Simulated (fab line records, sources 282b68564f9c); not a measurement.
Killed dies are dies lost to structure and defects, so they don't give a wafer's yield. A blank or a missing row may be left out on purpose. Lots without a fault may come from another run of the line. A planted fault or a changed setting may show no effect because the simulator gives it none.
One fault seen from 2 desks | flow rit_cmos | each desk has only its own numbers; what lay behind them comes last

THE METROLOGY DESK
What the gauges read, lot by lot, whatever tool the lot ran on: means of the sampled wafers that have a number. A lot is out of limits, marked OUT, if its mean lies more than 4 standard deviations from the usual mean; the brackets give that distance.
Columns: A = NRETRO_OVL at RIT_NRETRO_OVL_MEAS_06, usual 0.0 nm; B = M1_OVL at RIT_M1_OVL_MEAS_10, usual -0.5 nm
lot  | first seen here | A    | B
L568 | day 2 07:08     | -0.5 | -0.8
L570 | day 2 16:22     | 0.6  | 1.2
L572 | day 3 02:58     | -0.0 | 0.7
L573 | day 3 07:23     | -0.5 | -0.5
L576 | day 3 21:20     | 1.2  | -3.2
L578 | day 4 07:10     | -0.4 | 1.0
L582 | day 5 03:12     | 0.5  | 2.2
L583 | day 5 08:26     | 0.9  | -0.2
L585 | day 5 18:33     | -0.1 | -1.3
L586 | day 5 23:38     | -0.2 | 1.9
L587 | day 6 04:44     | -0.3 | -2.1
L588 | day 6 08:39     | 1.1  | 0.4
L589 | day 6 14:39     | 0.2  | -1.8
L590 | day 6 18:53     | 0.9  | -0.7
This desk's finding: nothing out of limits on any of the 14 lots.

THE TOOL OWNER'S DESK: pvd_sputter-03
The tool's own readings at RIT_M1_SPUTTER_00 (material Al, target thk 400 nm, time 500 s): means of the sampled wafers that have a number, for each lot that ran on this tool. A lot is out of limits, marked OUT, if its mean lies more than 4 standard deviations from the usual mean; the brackets give that distance.
Columns: A = throttle_valve_pct at RIT_M1_SPUTTER_00, usual 30.7 %
lot  | first seen here | A
L570 | day 3 16:24     | 30.4
L572 | day 4 02:53     | 31.7
L576 | day 4 20:29     | 31.7
L578 | day 5 07:05     | 30.2
This desk's finding: nothing out of limits on any of the 4 lots.

PUT TOGETHER
The metrology desk saw nothing out of limits.
The tool owner's desk saw nothing out of limits.

WHAT THE SIMULATOR HAD PUT IN
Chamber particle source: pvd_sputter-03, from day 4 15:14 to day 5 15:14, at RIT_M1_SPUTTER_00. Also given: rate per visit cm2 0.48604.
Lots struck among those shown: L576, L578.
